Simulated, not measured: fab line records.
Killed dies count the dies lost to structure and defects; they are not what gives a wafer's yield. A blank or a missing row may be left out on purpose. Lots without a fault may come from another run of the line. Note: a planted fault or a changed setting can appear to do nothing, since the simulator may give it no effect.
fab line records :: flow rit-cmos
[record]
  lots = 6
  wafers = 18
  last-day = 7
route steps=202 shown FOX2@25 NWELL@28 PWELL@39 WELLDRIVE@50
lots that met no fault: taken from a fault-free run of the same line
start-h: start of the lot's first displayed wafer, in hours after the record's first day :: wait-h: hours from the lot's prior step to this one :: " repeats the value in the row above :: L1.1+2: a row that stands for several wafers :: - value missing, or start not given :: * or withheld: withheld :: < > ~ a bound
route shown NAME@n: NAME is a module with steps in the file, n the number in the route of the first one :: usual: mean/standard deviation of fault-free wafers :: same: alike in all rows :: chamber/n: place in a boat :: sites: per-site readings :: _std_site: the standard deviation of these :: _edge_site: inner sites' mean taken away from outer sites' mean :: radius-mm: for every site, how far away it sits from the centre of the wafer :: mask NAME#n: copy n :: behind: the last tool/chamber to shape the wafer :: hold: the reason the lot was held/the length of the hold in hours/how it ended :: device: names the non-switching transistor (n, p or np) :: end of line: the same wafers' tests at the end of the route :: where a step has no rows: the recipe by itself :: killed: not the wafer's yield, but the dies lost to structure and defects at the first sort :: map: shows each die of a wafer: x if killed, . if not, _ if none is there
set.NAME: the setting as run; set.NAME@STEP: as run at that earlier step :: model.NAME: the simulator's own value behind a step, which no gauge read
a table for each step, a row for each wafer; lots at some steps of the route
services: when a tool's chamber went out of use (start-h, in hours from the record's first day, below 0 if earlier), for how many hours, and the reason
[[steps]]
[step RIT_FOX2_CLEAN_02]
[recipe]
  chemistry = dHF
  dilution = 50:1
  time-s = 180
[step RIT_FOX2_WET_ETCH_03]
[recipe]
  chemistry = H3PO4
  target = Si3N4
  target-depth-nm = 195
  temp-c = 165
  time-s = 2700
[step RIT_FOX2_THK_MEAS_90]
[recipe]
  reads = SiO2_of_FOX2_OXIDATION_00
[usual]
  FIELD_OXIDE_LEFT_1_THK = 319/6.6
lot.wafer: L613.3
tool: film-metro-01
chamber: -
start-h: 34.35
wait-h: 0.0
FIELD_OXIDE_LEFT_1_THK[nm]: 315

lot.wafer: L613.4
tool: film-metro-01
chamber: -
start-h: 34.35
wait-h: 0.0
FIELD_OXIDE_LEFT_1_THK[nm]: 315

lot.wafer: L613.5
tool: film-metro-01
chamber: -
start-h: 34.35
wait-h: 0.0
FIELD_OXIDE_LEFT_1_THK[nm]: 313

lot.wafer: L614.1
tool: film-metro-03
chamber: -
start-h: 39.30
wait-h: 0.0
FIELD_OXIDE_LEFT_1_THK[nm]: 332

lot.wafer: L614.3
tool: film-metro-03
chamber: -
start-h: 39.30
wait-h: 0.0
FIELD_OXIDE_LEFT_1_THK[nm]: 327

lot.wafer: L614.6
tool: film-metro-03
chamber: -
start-h: 39.30
wait-h: 0.0
FIELD_OXIDE_LEFT_1_THK[nm]: 324

lot.wafer: L624.4
tool: film-metro-03
chamber: -
start-h: 89.74
wait-h: 0.0
FIELD_OXIDE_LEFT_1_THK[nm]: 318

lot.wafer: L624.5
tool: film-metro-03
chamber: -
start-h: 89.74
wait-h: 0.0
FIELD_OXIDE_LEFT_1_THK[nm]: 318

lot.wafer: L624.6
tool: film-metro-03
chamber: -
start-h: 89.74
wait-h: 0.0
FIELD_OXIDE_LEFT_1_THK[nm]: 317

lot.wafer: L626.1
tool: film-metro-03
chamber: -
start-h: 99.39
wait-h: 0.0
FIELD_OXIDE_LEFT_1_THK[nm]: 316

lot.wafer: L626.4
tool: film-metro-03
chamber: -
start-h: 99.39
wait-h: 0.0
FIELD_OXIDE_LEFT_1_THK[nm]: 309

lot.wafer: L626.6
tool: film-metro-03
chamber: -
start-h: 99.39
wait-h: 0.0
FIELD_OXIDE_LEFT_1_THK[nm]: 311

lot.wafer: L627.2
tool: film-metro-02
chamber: -
start-h: 104.97
wait-h: 0.0
FIELD_OXIDE_LEFT_1_THK[nm]: 311

lot.wafer: L627.5
tool: film-metro-02
chamber: -
start-h: 104.97
wait-h: 0.0
FIELD_OXIDE_LEFT_1_THK[nm]: 312

lot.wafer: L627.6
tool: film-metro-02
chamber: -
start-h: 104.97
wait-h: 0.0
FIELD_OXIDE_LEFT_1_THK[nm]: 306

lot.wafer: L631.1
tool: film-metro-03
chamber: -
start-h: 129.02
wait-h: 0.0
FIELD_OXIDE_LEFT_1_THK[nm]: 311

lot.wafer: L631.3
tool: film-metro-03
chamber: -
start-h: 129.02
wait-h: 0.0
FIELD_OXIDE_LEFT_1_THK[nm]: 311

lot.wafer: L631.6
tool: film-metro-03
chamber: -
start-h: 129.02
wait-h: 0.0
FIELD_OXIDE_LEFT_1_THK[nm]: 313
[step RIT_NWELL_HMDS_00]
[recipe]
  prime-time-s = 60
  prime-temp-c = 140
[step RIT_NWELL_COAT_01]
[recipe]
  resist = NOVOLAK
  spin-rpm = 2000
  resist-thk-nm = 1300
[step RIT_NWELL_SOFTBAKE_02]
[recipe]
  resist = NOVOLAK
  temp-c = 90
  time-s = 60
[step RIT_NWELL_EXPOSE_03]
[recipe]
  mask-id = M2
  na = 0.57
  target-cd-nm = 43900
  dose-mj = 250
[step RIT_NWELL_PEB_04]
[recipe]
  resist = NOVOLAK
  temp-c = withheld
  time-s = withheld
[step RIT_NWELL_DEVELOP_05]
[recipe]
  resist = NOVOLAK
  develop-time-s = 68
  dev-temp-c = 23
[step RIT_NWELL_OVL_MEAS_06]
[usual]
  NWELL_OVL = -0.8/1.4
lot.wafer: L613.3
tool: overlay-01
chamber: -
start-h: 35.41
wait-h: -
NWELL_OVL[nm]: -2.1

lot.wafer: L613.4
tool: overlay-01
chamber: -
start-h: 35.41
wait-h: -
NWELL_OVL[nm]: -1.8

lot.wafer: L613.5
tool: overlay-01
chamber: -
start-h: 35.41
wait-h: -
NWELL_OVL[nm]: -2.6

lot.wafer: L614.1
tool: overlay-01
chamber: -
start-h: 40.52
wait-h: -
NWELL_OVL[nm]: -3.8

lot.wafer: L614.3
tool: overlay-01
chamber: -
start-h: 40.52
wait-h: -
NWELL_OVL[nm]: -2.3

lot.wafer: L614.6
tool: overlay-01
chamber: -
start-h: 40.52
wait-h: -
NWELL_OVL[nm]: -2.0

lot.wafer: L624.4
tool: overlay-01
chamber: -
start-h: 90.97
wait-h: -
NWELL_OVL[nm]: -1.7

lot.wafer: L624.5
tool: overlay-01
chamber: -
start-h: 90.97
wait-h: -
NWELL_OVL[nm]: -0.4

lot.wafer: L624.6
tool: overlay-01
chamber: -
start-h: 90.97
wait-h: -
NWELL_OVL[nm]: 0.5

lot.wafer: L626.1
tool: overlay-01
chamber: -
start-h: 100.33
wait-h: -
NWELL_OVL[nm]: -1.2

lot.wafer: L626.4
tool: overlay-01
chamber: -
start-h: 100.33
wait-h: -
NWELL_OVL[nm]: 2.4

lot.wafer: L626.6
tool: overlay-01
chamber: -
start-h: 100.33
wait-h: -
NWELL_OVL[nm]: -2.0

lot.wafer: L627.2
tool: overlay-01
chamber: -
start-h: 106.08
wait-h: -
NWELL_OVL[nm]: -2.1

lot.wafer: L627.5
tool: overlay-01
chamber: -
start-h: 106.08
wait-h: -
NWELL_OVL[nm]: -1.1

lot.wafer: L627.6
tool: overlay-01
chamber: -
start-h: 106.08
wait-h: -
NWELL_OVL[nm]: -1.6

lot.wafer: L631.1
tool: overlay-02
chamber: -
start-h: 130.25
wait-h: -
NWELL_OVL[nm]: -1.8

lot.wafer: L631.3
tool: overlay-02
chamber: -
start-h: 130.25
wait-h: -
NWELL_OVL[nm]: -1.0

lot.wafer: L631.6
tool: overlay-02
chamber: -
start-h: 130.25
wait-h: -
NWELL_OVL[nm]: -2.4
[step RIT_NWELL_HARDBAKE_07]
[recipe]
  resist = NOVOLAK
  temp-c = 140
  time-s = 120
[step RIT_NWELL_IMPLANT_08]
[recipe]
  species = P
  energy-kev = 170
  dose-cm2 = 4.905e+13
  tilt-deg = 7
[step RIT_NWELL_STRIP_09]
[recipe]
  chemistry = O2
  time-s = 180
  resist = NOVOLAK
  platen-temp-c = withheld
  power-w = 500
  pressure-mtorr = 4000
  o2-flow-sccm = 4000
[usual]
  chamber-pressure-mTorr = 4000/3.7
  drypump-motor-current-A = 5.5/0.38
lot.wafer: L613.3
tool: plasma-asher-03
chamber: 1
start-h: 35.89
wait-h: 0.1
chamber-pressure-mTorr: 4004
drypump-motor-current-A: 6.0
rf-hours-counter-h: -
model.NOVOLAK_of_NWELL_COAT_01.thk-nm: 0

lot.wafer: L613.4
tool: plasma-asher-03
chamber: 0
start-h: 35.89
wait-h: 0.1
chamber-pressure-mTorr: 4000
drypump-motor-current-A: 5.0
rf-hours-counter-h: -
model.NOVOLAK_of_NWELL_COAT_01.thk-nm: 0

lot.wafer: L613.5
tool: plasma-asher-03
chamber: 0
start-h: 35.89
wait-h: 0.1
chamber-pressure-mTorr: 4003
drypump-motor-current-A: 5.0
rf-hours-counter-h: -
model.NOVOLAK_of_NWELL_COAT_01.thk-nm: 0

lot.wafer: L614.1
tool: plasma-asher-03
chamber: 1
start-h: 40.96
wait-h: 0.1
chamber-pressure-mTorr: 4002
drypump-motor-current-A: 6.0
rf-hours-counter-h: 37
model.NOVOLAK_of_NWELL_COAT_01.thk-nm: 0

lot.wafer: L614.3
tool: plasma-asher-03
chamber: 1
start-h: 40.96
wait-h: 0.1
chamber-pressure-mTorr: 4003
drypump-motor-current-A: 6.0
rf-hours-counter-h: -
model.NOVOLAK_of_NWELL_COAT_01.thk-nm: 0

lot.wafer: L614.6
tool: plasma-asher-03
chamber: 0
start-h: 40.96
wait-h: 0.1
chamber-pressure-mTorr: 4001
drypump-motor-current-A: 5.0
rf-hours-counter-h: -
model.NOVOLAK_of_NWELL_COAT_01.thk-nm: 0

lot.wafer: L624.4
tool: plasma-asher-01
chamber: 1
start-h: 91.45
wait-h: 0.1
chamber-pressure-mTorr: 4001
drypump-motor-current-A: 6.0
rf-hours-counter-h: -
model.NOVOLAK_of_NWELL_COAT_01.thk-nm: 0

lot.wafer: L624.5
tool: plasma-asher-01
chamber: 1
start-h: 91.45
wait-h: 0.1
chamber-pressure-mTorr: 4005
drypump-motor-current-A: 5.9
rf-hours-counter-h: -
model.NOVOLAK_of_NWELL_COAT_01.thk-nm: 0

lot.wafer: L624.6
tool: plasma-asher-01
chamber: 0
start-h: 91.45
wait-h: 0.1
chamber-pressure-mTorr: 3996
drypump-motor-current-A: 5.1
rf-hours-counter-h: -
model.NOVOLAK_of_NWELL_COAT_01.thk-nm: 0

lot.wafer: L626.1
tool: plasma-asher-01
chamber: 0
start-h: 100.76
wait-h: 0.1
chamber-pressure-mTorr: -
drypump-motor-current-A: -
rf-hours-counter-h: -
model.NOVOLAK_of_NWELL_COAT_01.thk-nm: 1140

lot.wafer: L626.4
tool: plasma-asher-01
chamber: 0
start-h: 100.76
wait-h: 0.1
chamber-pressure-mTorr: -
drypump-motor-current-A: -
rf-hours-counter-h: -
model.NOVOLAK_of_NWELL_COAT_01.thk-nm: 1137

lot.wafer: L626.6
tool: plasma-asher-01
chamber: 1
start-h: 100.76
wait-h: 0.1
chamber-pressure-mTorr: -
drypump-motor-current-A: -
rf-hours-counter-h: -
model.NOVOLAK_of_NWELL_COAT_01.thk-nm: 1140

lot.wafer: L627.2
tool: plasma-asher-02
chamber: 1
start-h: 106.51
wait-h: 0.1
chamber-pressure-mTorr: -
drypump-motor-current-A: -
rf-hours-counter-h: -
model.NOVOLAK_of_NWELL_COAT_01.thk-nm: 1137

lot.wafer: L627.5
tool: plasma-asher-02
chamber: 0
start-h: 106.51
wait-h: 0.1
chamber-pressure-mTorr: -
drypump-motor-current-A: -
rf-hours-counter-h: -
model.NOVOLAK_of_NWELL_COAT_01.thk-nm: 1142

lot.wafer: L627.6
tool: plasma-asher-02
chamber: 1
start-h: 106.51
wait-h: 0.1
chamber-pressure-mTorr: -
drypump-motor-current-A: -
rf-hours-counter-h: -
model.NOVOLAK_of_NWELL_COAT_01.thk-nm: 1136

lot.wafer: L631.1
tool: plasma-asher-01
chamber: 1
start-h: 130.69
wait-h: 0.1
chamber-pressure-mTorr: 3999
drypump-motor-current-A: 6.0
rf-hours-counter-h: 51
model.NOVOLAK_of_NWELL_COAT_01.thk-nm: 0

lot.wafer: L631.3
tool: plasma-asher-01
chamber: 1
start-h: 130.69
wait-h: 0.1
chamber-pressure-mTorr: 4004
drypump-motor-current-A: 6.0
rf-hours-counter-h: -
model.NOVOLAK_of_NWELL_COAT_01.thk-nm: 0

lot.wafer: L631.6
tool: plasma-asher-01
chamber: 0
start-h: 130.69
wait-h: 0.1
chamber-pressure-mTorr: 4000
drypump-motor-current-A: 5.1
rf-hours-counter-h: -
model.NOVOLAK_of_NWELL_COAT_01.thk-nm: 0
[step RIT_NWELL_TW_MEAS_10]
[usual]
  NWELL_TW = 2124/21
lot.wafer: L613.3
tool: film-metro-03
chamber: -
start-h: 36.02
wait-h: 0.1
NWELL_TW: 2087

lot.wafer: L613.4
tool: film-metro-03
chamber: -
start-h: 36.02
wait-h: 0.1
NWELL_TW: 2103

lot.wafer: L613.5
tool: film-metro-03
chamber: -
start-h: 36.02
wait-h: 0.1
NWELL_TW: 2115

lot.wafer: L614.1
tool: film-metro-04
chamber: -
start-h: 41.13
wait-h: 0.1
NWELL_TW: 2140

lot.wafer: L614.3
tool: film-metro-04
chamber: -
start-h: 41.13
wait-h: 0.1
NWELL_TW: 2151

lot.wafer: L614.6
tool: film-metro-04
chamber: -
start-h: 41.13
wait-h: 0.1
NWELL_TW: 2143

lot.wafer: L624.4
tool: film-metro-04
chamber: -
start-h: 91.60
wait-h: 0.1
NWELL_TW: 2156

lot.wafer: L624.5
tool: film-metro-04
chamber: -
start-h: 91.60
wait-h: 0.1
NWELL_TW: 2148

lot.wafer: L624.6
tool: film-metro-04
chamber: -
start-h: 91.60
wait-h: 0.1
NWELL_TW: 2150

lot.wafer: L626.1
tool: film-metro-04
chamber: -
start-h: 100.94
wait-h: 0.1
NWELL_TW: 2164

lot.wafer: L626.4
tool: film-metro-04
chamber: -
start-h: 100.94
wait-h: 0.1
NWELL_TW: 2151

lot.wafer: L626.6
tool: film-metro-04
chamber: -
start-h: 100.94
wait-h: 0.1
NWELL_TW: 2132

lot.wafer: L627.2
tool: film-metro-03
chamber: -
start-h: 106.69
wait-h: 0.1
NWELL_TW: 2093

lot.wafer: L627.5
tool: film-metro-03
chamber: -
start-h: 106.69
wait-h: 0.1
NWELL_TW: 2088

lot.wafer: L627.6
tool: film-metro-03
chamber: -
start-h: 106.69
wait-h: 0.1
NWELL_TW: 2102

lot.wafer: L631.1
tool: film-metro-04
chamber: -
start-h: 130.86
wait-h: 0.1
NWELL_TW: 2147

lot.wafer: L631.3
tool: film-metro-04
chamber: -
start-h: 130.86
wait-h: 0.1
NWELL_TW: 2140

lot.wafer: L631.6
tool: film-metro-04
chamber: -
start-h: 130.86
wait-h: 0.1
NWELL_TW: 2127
[step RIT_PWELL_HMDS_00]
[recipe]
  prime-time-s = 60
  prime-temp-c = 140
[step RIT_PWELL_COAT_01]
[recipe]
  resist = NOVOLAK
  spin-rpm = 2000
  resist-thk-nm = 1300
[step RIT_PWELL_SOFTBAKE_02]
[recipe]
  resist = NOVOLAK
  temp-c = 90
  time-s = 60
[step RIT_PWELL_EXPOSE_03]
[recipe]
  mask-id = M3
  na = 0.57
  target-cd-nm = 43700
  dose-mj = 250
[step RIT_PWELL_PEB_04]
[recipe]
  resist = NOVOLAK
  temp-c = withheld
  time-s = withheld
[step RIT_PWELL_DEVELOP_05]
[recipe]
  resist = NOVOLAK
  develop-time-s = 70.64
  dev-temp-c = 23
[step RIT_PWELL_OVL_MEAS_06]
[usual]
  PWELL_OVL = -0.9/1.2
lot.wafer: L613.3
tool: overlay-01
chamber: -
start-h: 37.08
wait-h: -
PWELL_OVL[nm]: 0.9

lot.wafer: L613.4
tool: overlay-01
chamber: -
start-h: 37.08
wait-h: -
PWELL_OVL[nm]: -2.1

lot.wafer: L613.5
tool: overlay-01
chamber: -
start-h: 37.08
wait-h: -
PWELL_OVL[nm]: 0.3

lot.wafer: L614.1
tool: overlay-02
chamber: -
start-h: 42.07
wait-h: -
PWELL_OVL[nm]: -1.6

lot.wafer: L614.3
tool: overlay-02
chamber: -
start-h: 42.07
wait-h: -
PWELL_OVL[nm]: -1.9

lot.wafer: L614.6
tool: overlay-02
chamber: -
start-h: 42.07
wait-h: -
PWELL_OVL[nm]: -2.8

lot.wafer: L624.4
tool: overlay-01
chamber: -
start-h: 92.65
wait-h: -
PWELL_OVL[nm]: -2.0

lot.wafer: L624.5
tool: overlay-01
chamber: -
start-h: 92.65
wait-h: -
PWELL_OVL[nm]: 0.2

lot.wafer: L624.6
tool: overlay-01
chamber: -
start-h: 92.65
wait-h: -
PWELL_OVL[nm]: -0.4

lot.wafer: L626.1
tool: overlay-01
chamber: -
start-h: 102.00
wait-h: -
PWELL_OVL[nm]: -3.5

lot.wafer: L626.4
tool: overlay-01
chamber: -
start-h: 102.00
wait-h: -
PWELL_OVL[nm]: -1.5

lot.wafer: L626.6
tool: overlay-01
chamber: -
start-h: 102.00
wait-h: -
PWELL_OVL[nm]: -3.2

lot.wafer: L627.2
tool: overlay-02
chamber: -
start-h: 107.75
wait-h: -
PWELL_OVL[nm]: -2.0

lot.wafer: L627.5
tool: overlay-02
chamber: -
start-h: 107.75
wait-h: -
PWELL_OVL[nm]: 0.3

lot.wafer: L627.6
tool: overlay-02
chamber: -
start-h: 107.75
wait-h: -
PWELL_OVL[nm]: -1.3

lot.wafer: L631.1
tool: overlay-01
chamber: -
start-h: 131.80
wait-h: -
PWELL_OVL[nm]: 0.2

lot.wafer: L631.3
tool: overlay-01
chamber: -
start-h: 131.80
wait-h: -
PWELL_OVL[nm]: 0.2

lot.wafer: L631.6
tool: overlay-01
chamber: -
start-h: 131.80
wait-h: -
PWELL_OVL[nm]: -2.5
[step RIT_PWELL_HARDBAKE_07]
[recipe]
  resist = NOVOLAK
  temp-c = 140
  time-s = 120
[step RIT_PWELL_IMPLANT_08]
[recipe]
  species = B
  energy-kev = 170
  dose-cm2 = 7e+13
  tilt-deg = 7
[step RIT_PWELL_STRIP_09]
[recipe]
  chemistry = O2
  time-s = 180
  resist = NOVOLAK
  platen-temp-c = withheld
  power-w = 500
  pressure-mtorr = 4000
  o2-flow-sccm = 4000
[usual]
  chamber-pressure-mTorr = 4000/3.6
  drypump-motor-current-A = 5.6/0.38
lot.wafer: L613.3
tool: plasma-asher-01
chamber: 0
start-h: 37.56
wait-h: 0.1
chamber-pressure-mTorr: 3998
drypump-motor-current-A: 5.1
rf-hours-counter-h: -

lot.wafer: L613.4
tool: plasma-asher-01
chamber: 1
start-h: 37.56
wait-h: 0.1
chamber-pressure-mTorr: 3998
drypump-motor-current-A: 5.9
rf-hours-counter-h: -

lot.wafer: L613.5
tool: plasma-asher-01
chamber: 1
start-h: 37.56
wait-h: 0.1
chamber-pressure-mTorr: 3995
drypump-motor-current-A: 6.0
rf-hours-counter-h: -

lot.wafer: L614.1
tool: plasma-asher-02
chamber: 1
start-h: 42.51
wait-h: 0.1
chamber-pressure-mTorr: 4005
drypump-motor-current-A: 5.7
rf-hours-counter-h: 24

lot.wafer: L614.3
tool: plasma-asher-02
chamber: 0
start-h: 42.51
wait-h: 0.1
chamber-pressure-mTorr: 4000
drypump-motor-current-A: 5.6
rf-hours-counter-h: -

lot.wafer: L614.6
tool: plasma-asher-02
chamber: 0
start-h: 42.51
wait-h: 0.1
chamber-pressure-mTorr: 4002
drypump-motor-current-A: 5.6
rf-hours-counter-h: -

lot.wafer: L624.4
tool: plasma-asher-04
chamber: 0
start-h: 93.13
wait-h: 0.1
chamber-pressure-mTorr: 3994
drypump-motor-current-A: 5.0
rf-hours-counter-h: -

lot.wafer: L624.5
tool: plasma-asher-04
chamber: 1
start-h: 93.13
wait-h: 0.1
chamber-pressure-mTorr: 3996
drypump-motor-current-A: 6.1
rf-hours-counter-h: -

lot.wafer: L624.6
tool: plasma-asher-04
chamber: 0
start-h: 93.13
wait-h: 0.1
chamber-pressure-mTorr: 4001
drypump-motor-current-A: 5.0
rf-hours-counter-h: -

lot.wafer: L626.1
tool: plasma-asher-02
chamber: 0
start-h: 102.44
wait-h: 0.1
chamber-pressure-mTorr: 4002
drypump-motor-current-A: 5.6
rf-hours-counter-h: 30

lot.wafer: L626.4
tool: plasma-asher-02
chamber: 0
start-h: 102.44
wait-h: 0.1
chamber-pressure-mTorr: 3999
drypump-motor-current-A: 5.6
rf-hours-counter-h: -

lot.wafer: L626.6
tool: plasma-asher-02
chamber: 1
start-h: 102.44
wait-h: 0.1
chamber-pressure-mTorr: 3998
drypump-motor-current-A: 5.7
rf-hours-counter-h: -

lot.wafer: L627.2
tool: plasma-asher-01
chamber: 0
start-h: 108.18
wait-h: 0.1
chamber-pressure-mTorr: 3994
drypump-motor-current-A: 5.1
rf-hours-counter-h: 48

lot.wafer: L627.5
tool: plasma-asher-01
chamber: 0
start-h: 108.18
wait-h: 0.1
chamber-pressure-mTorr: 3991
drypump-motor-current-A: 5.1
rf-hours-counter-h: -

lot.wafer: L627.6
tool: plasma-asher-01
chamber: 1
start-h: 108.18
wait-h: 0.1
chamber-pressure-mTorr: 4005
drypump-motor-current-A: 5.9
rf-hours-counter-h: -

lot.wafer: L631.1
tool: plasma-asher-01
chamber: 1
start-h: 132.24
wait-h: 0.1
chamber-pressure-mTorr: 3999
drypump-motor-current-A: 6.0
rf-hours-counter-h: 51

lot.wafer: L631.3
tool: plasma-asher-01
chamber: 1
start-h: 132.24
wait-h: 0.1
chamber-pressure-mTorr: 4002
drypump-motor-current-A: 6.0
rf-hours-counter-h: -

lot.wafer: L631.6
tool: plasma-asher-01
chamber: 1
start-h: 132.24
wait-h: 0.1
chamber-pressure-mTorr: 3997
drypump-motor-current-A: 5.9
rf-hours-counter-h: -
[step RIT_PWELL_TW_MEAS_10]
[usual]
  PWELL_TW = 948/8.8
lot.wafer: L613.3
tool: film-metro-02
chamber: -
start-h: 37.70
wait-h: 0.1
PWELL_TW: 949

lot.wafer: L613.4
tool: film-metro-02
chamber: -
start-h: 37.70
wait-h: 0.1
PWELL_TW: 949

lot.wafer: L613.5
tool: film-metro-02
chamber: -
start-h: 37.70
wait-h: 0.1
PWELL_TW: 949

lot.wafer: L614.1
tool: film-metro-04
chamber: -
start-h: 42.68
wait-h: 0.1
PWELL_TW: 955

lot.wafer: L614.3
tool: film-metro-04
chamber: -
start-h: 42.68
wait-h: 0.1
PWELL_TW: 960

lot.wafer: L614.6
tool: film-metro-04
chamber: -
start-h: 42.68
wait-h: 0.1
PWELL_TW: 957

lot.wafer: L624.4
tool: film-metro-03
chamber: -
start-h: 93.27
wait-h: 0.1
PWELL_TW: 939

lot.wafer: L624.5
tool: film-metro-03
chamber: -
start-h: 93.27
wait-h: 0.1
PWELL_TW: 941

lot.wafer: L624.6
tool: film-metro-03
chamber: -
start-h: 93.27
wait-h: 0.1
PWELL_TW: 941

lot.wafer: L626.1
tool: film-metro-04
chamber: -
start-h: 102.61
wait-h: 0.1
PWELL_TW: 30

lot.wafer: L626.4
tool: film-metro-04
chamber: -
start-h: 102.61
wait-h: 0.1
PWELL_TW: 30

lot.wafer: L626.6
tool: film-metro-04
chamber: -
start-h: 102.61
wait-h: 0.1
PWELL_TW: 30

lot.wafer: L627.2
tool: film-metro-03
chamber: -
start-h: 108.37
wait-h: 0.1
PWELL_TW: 29

lot.wafer: L627.5
tool: film-metro-03
chamber: -
start-h: 108.37
wait-h: 0.1
PWELL_TW: 29

lot.wafer: L627.6
tool: film-metro-03
chamber: -
start-h: 108.37
wait-h: 0.1
PWELL_TW: 29

lot.wafer: L631.1
tool: film-metro-02
chamber: -
start-h: 132.41
wait-h: 0.1
PWELL_TW: 943

lot.wafer: L631.3
tool: film-metro-02
chamber: -
start-h: 132.41
wait-h: 0.1
PWELL_TW: 946

lot.wafer: L631.6
tool: film-metro-02
chamber: -
start-h: 132.41
wait-h: 0.1
PWELL_TW: 943
[step RIT_WELLDRIVE_ANNEAL_00]
[recipe]
  temp-c = 1100
  time-s = 14700
  ambient = N2
[[services]]
tool: plasma-asher-02
chamber: -
start-h: 86.70
hours: 8.5
kind: repair

tool: plasma-asher-02
chamber: -
start-h: 108.22
hours: 1.9
kind: repair

tool: plasma-asher-03
chamber: -
start-h: 108.75
hours: 9.0
kind: pm

tool: plasma-asher-03
chamber: 0
start-h: 108.75
hours: 9.0
kind: vent-cycle

tool: plasma-asher-03
chamber: 1
start-h: 108.75
hours: 9.0
kind: vent-cycle

tool: plasma-asher-01
chamber: -
start-h: 115.41
hours: 1.7
kind: repair

tool: plasma-asher-03
chamber: 0
start-h: 117.75
hours: -
kind: clean

tool: plasma-asher-03
chamber: 1
start-h: 117.75
hours: -
kind: clean

tool: plasma-asher-04
chamber: -
start-h: 119.81
hours: 1.1
kind: repair

tool: plasma-asher-03
chamber: -
start-h: 129.50
hours: 4.1
kind: repair
[[key]]
[first-sign]
  step = RIT_NWELL_STRIP_09
  reading = tool-record
  direction = missing
[effect]
  step = RIT_PWELL_TW_MEAS_10
  reading = PWELL_TW
  direction = down
  sigmas = 99+
  usual = 948
  struck = 30
[model-effect]
  step = RIT_NWELL_STRIP_09
  value = NOVOLAK_of_NWELL_COAT_01.thk-nm
  without = 0
  struck = 1139
met-at RIT_NWELL_STRIP_09
struck-wafers L626.1,L626.4,L626.6,L627.2,L627.5,L627.6
later-rows-left-out L626.1,L626.4,L626.6,L627.2,L627.5,L627.6
sort-left-out L626.1,L626.4,L626.6,L627.2,L627.5,L627.6
tester-left-out L626,L627
onset-between 91.45 100.76
[fault]
  kind = skipped-step-whole
  tool = plasma-asher-01,plasma-asher-02
  chamber = -
  onset-h = 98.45
  steps = RIT_NWELL_STRIP_09
  scope = struck-lots-only
// tester-left-out: of these lots the tester's yield and bins aren't shown, on N5 and GAA mostly nor the transistor test; their killed dies are dies lost to structure and defects alone, not to doping, threshold or leakage, so they don't give the yield
// sort-left-out: the simulated sort isn't trusted on such a fault, so these wafers' sort isn't shown, and their yield isn't known
// later-rows-left-out: the simulator's readings of these wafers behind a module that went badly wrong aren't trusted and aren't shown, but for the sort
